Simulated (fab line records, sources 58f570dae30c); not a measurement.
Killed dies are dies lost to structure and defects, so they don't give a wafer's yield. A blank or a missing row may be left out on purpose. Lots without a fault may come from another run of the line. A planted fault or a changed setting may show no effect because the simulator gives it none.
Problem report in the 8D (eight disciplines) form, filled by code | flow berkeley_cmos170 | the parts of the form that need people (team, actions taken, sign-off) are left out

1. THE PROBLEM
PWELL_NITRIDE_THK at UCB170_PWELL_THK_MEAS_06 reads a mean of 246.6 nm on 9 wafers of 3 lots; wafers without a fault read 220.9 nm with a standard deviation of 1.7. That is +15 standard deviations from the usual mean.
First seen on wafer L286.1, day 3 19:43, on film_metro-01. The record holds 45 wafers of 15 lots with a number at this step. Rule for "out", or "out of limits": more than 4 standard deviations from the usual mean. The other wafers with a number count as sound.

2. WHAT IT IS AND WHAT IT IS NOT
question                    | is                           | is not
which readings at this step | PWELL_NITRIDE_THK            | -
which lots                  | L286, L287, L288             | L284, L285, L289, L296, L300, L301, L302, L303, L304, L305, L306, L307
which wafers of those lots  | all that have a number       | -
read on which gauges        | film_metro-01, film_metro-04 | film_metro-02
when                        | from day 3 19:43             | up to then (6 sound wafers); but 30 sound wafers of L289, L296, L300, L301, L302, L303, L304, L305, L306, L307 came after

3. SUSPECTS, AND WHAT RULES EACH OUT
Counting: a tool at a process step up to the reading stays a suspect if it ran every lot that is out and no sound lot after the first of them.
- the gauge at UCB170_PWELL_THK_MEAS_06: ruled out. The wafers that are out were read on 2 gauges (film_metro-01, film_metro-04).
- lpcvd-01 at UCB170_PWELL_CVD_05 (deposits Si3N4 from SiH2Cl2/NH3, target thk 220 nm, time 3300 s): ruled out as a lasting fault. Sound lots L305, L306, L307 ran on it after its first lot that is out, L286 (day 3 17:48).
Left after counting: nothing in the record.

4. THE CAUSE (what the simulator had put in)
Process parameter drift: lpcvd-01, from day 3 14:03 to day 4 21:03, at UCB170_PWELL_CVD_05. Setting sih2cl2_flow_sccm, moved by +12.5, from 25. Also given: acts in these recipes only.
Counting ruled it out, wrongly: the rule takes a fault to strike every lot that its tool runs from its start on, and this one did not.

5. THE CHAIN OF EFFECTS, in route order
Each row: a reading whose mean over the struck wafers that have a number lies more than 3 standard deviations from the usual. Only readings for which the record gives a usual standard deviation are gone through. hours: the time from each lot's start at the first step in this table that gives one to its start at this step, as a median over the lots. sigmas: the change in usual standard deviations.
hours | step                     | reading           | usual      | on struck wafers | change | sigmas
0     | UCB170_PWELL_CVD_05      | sih2cl2_flow_sccm | 25.00 sccm | 37.50            | +12.50 | +99 or more
2     | UCB170_PWELL_THK_MEAS_06 | PWELL_NITRIDE_THK | 220.9 nm   | 246.6            | +25.7  | +15
The process steps in it:
- UCB170_PWELL_CVD_05: deposits Si3N4 from SiH2Cl2/NH3, target thk 220 nm, time 3300 s.
Later measuring or inspecting steps at which every struck wafer that the step has a row for has a number for every such reading, and none has moved that far: UCB170_GATE_THK_MEAS_02, UCB170_PSD_CD_MEAS_06.

6. WHAT WOULD HAVE CAUGHT IT SOONER
In this record the first reading out of limits at a measuring or inspecting step was taken at day 3 19:43, 6 hours after the fault began at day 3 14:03.
The tool's own readings at UCB170_PWELL_CVD_05 were out on every struck wafer that the step has a row for (sih2cl2_flow_sccm): an alarm limit on them would have fired on the first of those.
